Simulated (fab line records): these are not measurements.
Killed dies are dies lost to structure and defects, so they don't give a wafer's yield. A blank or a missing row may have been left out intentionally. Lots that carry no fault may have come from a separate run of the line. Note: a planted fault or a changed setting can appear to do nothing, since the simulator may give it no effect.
A struck lot beside a sound one :: flow rit-cmos :: 21 steps out of a route of 202
Sound: wafers L298.4, L298.5, L298.6. The struck wafers were L303.3, L303.5, L303.6. The cause is given at the end.
Per side, at each step with rows, come the tool, then ch with its chambers, and then its first start. Under that, the readings that differ: sound wafers :: struck wafers :: difference of the means :: sigmas: that difference in standard deviations of wafers without a fault.
alike: same words and numbers on both sides, and readings whose means sit less than 2 such deviations apart. not compared: any withheld reading, any reading some wafer has no value for, any bound like >300 that may hide the same value, and any number with overlapping values for which the record gives no deviation.
A row with sigmas, a row that says differs or no value, or rows on one side alone: a step with any of these is where the two part. Numbers that don't overlap but have no deviation are shown without sigmas and don't part them. A reading that every wafer of one side lacks parts them only if that side has two wafers or more.

RIT_PLDD_OVL_MEAS_06:
  sound: overlay-02 at day 3 22:46; struck: overlay-02 at day 4 15:11
  alike: PLDD_OVL
then, 2 steps without rows for these wafers: RIT_PLDD_HARDBAKE_07 (time 60 s); RIT_PLDD_IMPLANT_08.
RIT_PLDD_STRIP_09: strips in O2, time 180 s.
  sound on plasma-asher-02 ch 0,1, day 3 23:08; struck on plasma-asher-04 ch 0,1, day 4 15:34
  alike: drypump-motor-current-A
  not compared: rf-hours-counter-h
RIT_PLDD_TW_MEAS_10:
  sound: film-metro-03 at day 3 23:17; struck: film-metro-03 at day 4 15:42
  alike: PLDD_TW
then, 4 steps without rows for these wafers: RIT_SPACER_CLEAN_00 (cleans in SC1, time 600 s); RIT_SPACER_CLEAN_01 (cleans in dHF, time 30 s); RIT_SPACER_CLEAN_02 (cleans in SC2, time 600 s); RIT_SPACER_CVD_03 (deposits Si3N4 from SiH2Cl2/NH3, target thk 250 nm, time 3300 s).
RIT_SPACER_THK_MEAS_04:
  sound: film-metro-03 at day 4 02:13; struck: film-metro-03 at day 4 18:28
  alike: SPACER_NITRIDE_THK
RIT_SPACER_ETCHBACK_05: etches Si3N4 in SF6/CHF3, stops on SiO2, target depth 250 nm, time 240 s.
  sound on rie-diel-03 ch 0,1,3, day 4 02:15; struck on rie-diel-02 ch 0,1, day 4 18:31
  alike: drypump-motor-current-A, oes-product-au, throttle-valve-pct
  not compared: rf-hours-counter-h
then, 1 step without rows for these wafers: RIT_NSD_HMDS_00 (prime time 60 s).
RIT_NSD_COAT_01: resist thk 1000 nm.
  sound on litho-track-01 ch 0, day 4 02:44; struck on litho-track-01 ch 0, day 4 18:52
reading: spin-speed-rpm (rpm)
sound: 3250.4 3246.1 3249.2
struck: 3015.9 3014.7 3016.8
difference: -232.8
sigmas: -97

reading: model.NOVOLAK_of_NSD_COAT_01.thk-nm (nm)
sound: 997.7 1000 995.5
struck: 1039 1039 1038
difference: +41
sigmas: 
then, 4 steps without rows for these wafers: RIT_NSD_SOFTBAKE_02 (time 60 s); RIT_NSD_EXPOSE_03 (exposes mask M9, target cd 40700 nm); RIT_NSD_PEB_04; RIT_NSD_DEVELOP_05 (develop time 50 s).
RIT_NSD_OVL_MEAS_06:
  sound: overlay-01 at day 4 03:22; struck: overlay-02 at day 4 19:38
  alike: NSD_OVL
RIT_NSD_HARDBAKE_07: time 60 s.
  sound on litho-track-03 ch 0, day 4 03:28; struck on litho-track-02 ch 0, day 4 19:43
reading: model.NOVOLAK_of_NSD_COAT_01.thk-nm (nm)
sound: 881.7 883.8 879.9
struck: 917.8 917.5 916.8
difference: +35.6
sigmas: 
next, for these wafers, 1 step has no rows: RIT_NSD_IMPLANT_08.
RIT_M1_PROBE_99:
  sound: prober-02 at day 4 14:44; struck: prober-02 at day 5 06:34
reading: killed-at-contacts
sound: 1 0 0
struck: 3 2 0
difference: +1
sigmas: +4
  alike: killed-at-front-end, killed-dies, killed-open, killed-short

## WHERE THEY PART
Last at RIT_M1_PROBE_99 as far as this record goes, first at RIT_NSD_COAT_01.

WHY: the cause the simulator had injected
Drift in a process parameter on litho-track-01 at RIT_NSD_COAT_01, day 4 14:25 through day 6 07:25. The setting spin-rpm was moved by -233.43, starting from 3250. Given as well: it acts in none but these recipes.
